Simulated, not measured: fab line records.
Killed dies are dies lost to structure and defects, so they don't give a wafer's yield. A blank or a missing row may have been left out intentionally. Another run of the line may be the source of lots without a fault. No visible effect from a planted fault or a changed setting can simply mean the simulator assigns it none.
Comparing a struck lot with a sound one | flow berkeley cmos170 | 16 out of 331 route steps
Sound: these wafers, L384.2, L384.5, L384.6. Struck: wafers L389.1, L389.2, L389.6. Last of all comes the cause.
For every step that has rows: the tool of each side, followed by ch and its chambers, followed by its first start. Under that, the readings that differ: sound wafers | struck wafers | difference of the means | sigmas: that difference in standard deviations of wafers without a fault.
alike: same words and numbers on both sides, and readings whose means sit less than 2 such deviations apart. not compared: any withheld reading, any reading some wafer has no value for, any bound like >300 that may hide the same value, and any number with overlapping values for which the record gives no deviation.
The two part at a step that has a row with sigmas, a row that says differs or no value, or rows on one side only. Numbers that have no deviation but don't overlap get no sigmas and don't part them. A reading that every wafer of one side lacks parts them only if that side has two wafers or more.

UCB170_ACTIVE_OVL_MEAS_14:
  sound on overlay-02 at day 6 09:11; struck on overlay-01 at day 7 09:54
  alike: ACTIVE_OVL
UCB170_ACTIVE_ETCH_15: etches Si3N4 in CH3F/Ar/O2, stops on SiO2, target depth 242 nm, time 151 s.
  sound on rie diel-03 ch 1,2, day 6 09:13; struck on rie diel-01 ch 1,3, day 7 09:56
  reading               | sound             | struck            | difference | sigmas
  oes product au (a.u.) | 0.963 0.971 0.966 | 0.920 0.955 0.928 | -0.032     | -2
  alike: CH3F_flow_sccm, drypump motor current A, throttle valve pct
  not compared: rf hours counter h
UCB170_ACTIVE_STRIP_16: strips in O2.
  sound on plasma asher-04 ch 0,1, day 6 09:19; struck on plasma asher-01 ch 0,1, day 7 10:02
  alike: drypump motor current A, oes product au, strip time to endpoint s
  not compared: rf hours counter h
UCB170_ACTIVE_CD_MEAS_90: the cd target is 1200 nm.
  sound on cd sem-01 at day 6 09:26; struck on cd sem-01 at day 7 10:08
  alike: cd nm
then, 7 steps without rows for these wafers: UCB170_ACTIVE_CLEAN_17 (cleans in SPM, time 600 s); UCB170_PFIELD_HMDS_00 (prime time 60 s); UCB170_PFIELD_COAT_01 (resist thk 900 nm); UCB170_PFIELD_SOFTBAKE_02 (time 60 s); UCB170_PFIELD_EXPOSE_03 (exposes mask PFIELD, target cd 1500 nm); UCB170_PFIELD_PEB_04; UCB170_PFIELD_DEVELOP_05 (develop time 45 s).
UCB170_PFIELD_OVL_MEAS_06:
  sound on overlay-02 at day 6 10:44; struck on overlay-02 at day 7 11:24
  alike: PFIELD_OVL
UCB170_PFIELD_IMPLANT_07:
  sound on implanter-02 ch 0, day 6 10:47; struck on implanter-03 ch 0, day 7 11:26
  reading                   | sound             | struck            | difference | sigmas
  implant ion amu           | 11 11 11          | 31 31 31          | +20        |
  model.implant.rp nm (nm)  | 260.3 260.3 260.3 | 95.53 95.53 95.53 | -164.77    |
  model.implant.drp nm (nm) | 74.86 74.86 74.86 | 37.93 37.93 37.93 | -36.93     |
UCB170_PFIELD_STRIP_08: strips in O2.
  sound on plasma asher-03 ch 0,1, day 6 10:55; struck on plasma asher-03 ch 0,1, day 7 11:35
  alike: drypump motor current A, oes product au, strip time to endpoint s
  not compared: rf hours counter h
UCB170_PFIELD_TW_MEAS_09:
  sound on film metro-03 at day 6 11:01; struck on film metro-04 at day 7 11:41
  reading   | sound       | struck         | difference | sigmas
  PFIELD_TW | 590 587 588 | 1362 1357 1359 | +771       | +99 or more
then, 1 step without rows for these wafers: UCB170_FIELD_CLEAN_00 (cleans in dHF, time 7.5 s).

## WHERE THEY PART
Earliest at UCB170_ACTIVE_ETCH_15; latest, in this record, at UCB170_PFIELD_TW_MEAS_09.

WHY: the cause the simulator had injected
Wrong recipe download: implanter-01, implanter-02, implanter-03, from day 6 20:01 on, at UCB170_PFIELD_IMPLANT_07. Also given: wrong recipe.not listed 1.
